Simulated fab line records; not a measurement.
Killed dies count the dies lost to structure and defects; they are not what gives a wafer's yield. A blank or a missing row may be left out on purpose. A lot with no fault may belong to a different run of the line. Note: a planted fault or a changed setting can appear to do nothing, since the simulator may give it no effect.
Matching of chambers + flow berkeleyCmos170 + rieDiel-02 running UCB170_M2_ETCH_17: 4 sister chambers
The step etches BARC in N2/H2. 4 wafers are shown with their chamber, then 6 later ones without.

== WAFERS, EACH WITH ITS CHAMBER ==
| wafer  | chamber | throttleValvePct (%) |
|--------|---------|----------------------|
| L670.3 | 3       | 13.11                |
| L677.6 | 0       | 13.03                |
| L679.5 | 2       | 13.48                |
| L679.6 | 1       | 13.51                |

== WAFERS MISSING THEIR CHAMBER ==
| wafer  | throttleValvePct (%) |
|--------|----------------------|
| L682.1 | 13.03                |
| L682.2 | 13.11                |
| L682.4 | 13.49                |
| L686.1 | 13.45                |
| L686.3 | 13.03                |
| L686.4 | 13.50                |

== CHAMBER TAKEN BY EACH ==
| wafer  | from the rows above     | in truth |
|--------|-------------------------|----------|
| L682.1 | 0                       | 0        |
| L682.2 | 3                       | 3        |
| L682.4 | can't be placed: 2 or 1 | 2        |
| L686.1 | 2                       | 2        |
| L686.3 | 0                       | 0        |
| L686.4 | can't be placed: 1 or 2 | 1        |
4 of 6 placed correctly. Not placeable from these rows: 2 (in 2, the candidates include the true chamber). 0 placed wrongly.
How it was worked out, from the rows above alone: a wafer's distance from a chamber is the root of the sum, over the readings, of the square of ((its reading less the chamber's mean) divided by the reading's scatter). If the next closest chamber is less than 2 further off than the closest, the wafer can't be placed; otherwise it belongs to the closest. For every chamber, the mean is computed from those of its wafers that are shown. The scatter: root of mean squared gap, hidden wafer to nearest shown wafer, with one shown wafer a chamber.
